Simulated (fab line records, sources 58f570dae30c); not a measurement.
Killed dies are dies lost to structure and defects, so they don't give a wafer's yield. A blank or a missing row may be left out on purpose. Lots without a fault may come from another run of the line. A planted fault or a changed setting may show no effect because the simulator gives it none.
Tool commonality check | flow berkeley_cmos170 | 13 lots, 39 wafers sampled

WHY IT WAS OPENED
At UCB170_SDANNEAL_RS_MEAS_05 the reading NLDD_RS is flagged on 2 of 13 lots. Wafers without a fault read 617.9 ohm/sq, standard deviation 1.6.
Rule: a lot is flagged when every wafer of it that has a number lies more than 4 standard deviations from that mean, or none has a number. The other lots count as sound.

lot  | measured     | on            | NLDD_RS (ohm/sq), wafer by wafer | flag
L894 | day 6 14:12  | film_metro-01 | 622.1 620.1 617.5                |
L895 | day 7 03:10  | film_metro-01 | 618.6 618.9 618.6                |
L896 | day 7 03:28  | film_metro-02 | 620.3 619.7 618.2                |
L899 | day 7 09:52  | film_metro-04 | 619.6 616.2 617.0                |
L898 | day 7 10:04  | film_metro-02 | 617.6 616.9 617.1                |
L897 | day 7 10:26  | film_metro-01 | 618.4 617.3 616.5                |
L900 | day 7 23:29  | film_metro-01 | 618.1 618.4 620.3                |
L901 | day 8 06:28  | film_metro-01 | 617.4 617.6 617.8                |
L909 | day 9 20:50  | film_metro-01 | 595.3 596.0 596.3                | FLAGGED
L911 | day 10 04:47 | film_metro-02 | 595.4 595.8 596.4                | FLAGGED
L916 | day 11 04:00 | film_metro-01 | 617.7 617.9 618.2                |
L915 | day 11 04:32 | film_metro-02 | 614.9 616.4 616.8                |
L917 | day 11 14:53 | film_metro-02 | 618.0 618.5 618.1                |
The numbers of the flagged lots are 595.9 ohm/sq on average: -22.0 ohm/sq against the usual, or -14 standard deviations.

WHICH TOOL RAN EACH LOT
The record holds 1 process step before the reading, out of a route of 331 steps. In each cell: the tool, then ch and the chambers that the sampled wafers went through, then the start.
lot  | flag    | UCB170_NLDD_IMPLANT_09
L894 |         | implanter-03 ch 0, day 6 03:52
L895 |         | implanter-03 ch 0, day 6 14:05
L896 |         | implanter-04 ch 0, day 6 18:36
L899 |         | implanter-03 ch 0, day 7 01:32
L898 |         | implanter-02 ch 0, day 7 01:59
L897 |         | implanter-02 ch 0, day 7 01:02
L900 |         | implanter-04 ch 0, day 7 13:12
L901 |         | implanter-03 ch 0, day 7 16:26
L909 | FLAGGED | implanter-04 ch 0, day 9 12:22
L911 | FLAGGED | implanter-04 ch 0, day 9 16:16
L916 |         | implanter-02 ch 0, day 10 15:40
L915 |         | implanter-03 ch 0, day 10 15:25
L917 |         | implanter-02 ch 0, day 11 03:46
What these steps do:
- UCB170_NLDD_IMPLANT_09
- UCB170_SDANNEAL_RS_MEAS_05: measures by four-point-probe.

FLAGGED OVER TOTAL, TOOL BY TOOL (the gauges that took the reading come last)
step                       | tool          | lots run | flagged | share of the flagged lots | sound lots run after its first flagged lot
UCB170_NLDD_IMPLANT_09     | implanter-02  | 4        | 0       | none                      | -
UCB170_NLDD_IMPLANT_09     | implanter-03  | 5        | 0       | none                      | -
UCB170_NLDD_IMPLANT_09     | implanter-04  | 4        | 2       | all                       | 0
UCB170_SDANNEAL_RS_MEAS_05 | film_metro-01 | 7        | 1       | some                      | 1 (L916)
UCB170_SDANNEAL_RS_MEAS_05 | film_metro-02 | 5        | 1       | some                      | 2 (L915,L917)
UCB170_SDANNEAL_RS_MEAS_05 | film_metro-04 | 1        | 0       | none                      | -

WHAT THE TABLE ALLOWS
1 row of the table ran every flagged lot: implanter-04 at UCB170_NLDD_IMPLANT_09.
- implanter-04 at UCB170_NLDD_IMPLANT_09: 2 of its 4 lots flagged. Its last sound lot is L900 (day 7 13:12), its first flagged lot L909 (day 9 12:22): a fault that began between those two fits. Its own readings lie more than 4 standard deviations out on every wafer of the flagged lots: dose_ions_cm2, faraday_current_uA.
One tool is left: implanter-04 at UCB170_NLDD_IMPLANT_09.

WHAT THE SIMULATOR HAD PUT IN
Process parameter drift: implanter-04, from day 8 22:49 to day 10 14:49, at UCB170_NLDD_IMPLANT_09. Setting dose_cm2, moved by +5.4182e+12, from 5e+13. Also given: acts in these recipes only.
Lots struck among those shown: L909, L911. The rule above found the same.
